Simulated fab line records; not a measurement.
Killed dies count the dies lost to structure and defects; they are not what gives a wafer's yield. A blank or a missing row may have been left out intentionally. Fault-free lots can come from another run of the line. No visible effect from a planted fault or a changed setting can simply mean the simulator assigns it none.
Matching of chambers ; flow rit cmos ; RIT_SPACER_ETCHBACK_05 on rie diel-03 has 4 sister chambers
The step etches Si3N4 in SF6/CHF3, stops on SiO2, target depth 250 nm, time 240 s. 4 wafers are shown with their chamber, then 8 later ones without.

WAFERS, EACH WITH ITS CHAMBER
wafer;chamber;throttle valve pct (%)
L686.3;0;10.37
L692.4;2;10.24
L692.5;3;10.03
L693.4;1;10.47

WAFERS WITH NO CHAMBER GIVEN
wafer;throttle valve pct (%)
L693.5;10.35
L693.6;10.47
L696.1;10.04
L696.3;10.28
L696.4;10.37
L700.1;10.37
L700.2;10.03
L700.5;10.36

CHAMBER TAKEN BY EACH
wafer;from the rows above;in truth
L693.5;0;0
L693.6;1;1
L696.1;3;3
L696.3;2;2
L696.4;0;0
L700.1;0;0
L700.2;3;3
L700.5;0;0
Correct placement for 8 of the 8. Not placeable from these rows: 0. Placed wrongly: 0.
How it was worked out, from the rows above alone: a wafer's distance from a chamber is the root of the sum, over the readings, of the square of ((its reading less the chamber's mean) divided by the reading's scatter). The wafer belongs to the nearest chamber; if the next one is less than 2 further off, it can't be placed. The mean given for a chamber averages the wafers shown for that chamber. The scatter: root of mean squared gap, hidden wafer to nearest shown wafer, with one shown wafer a chamber.
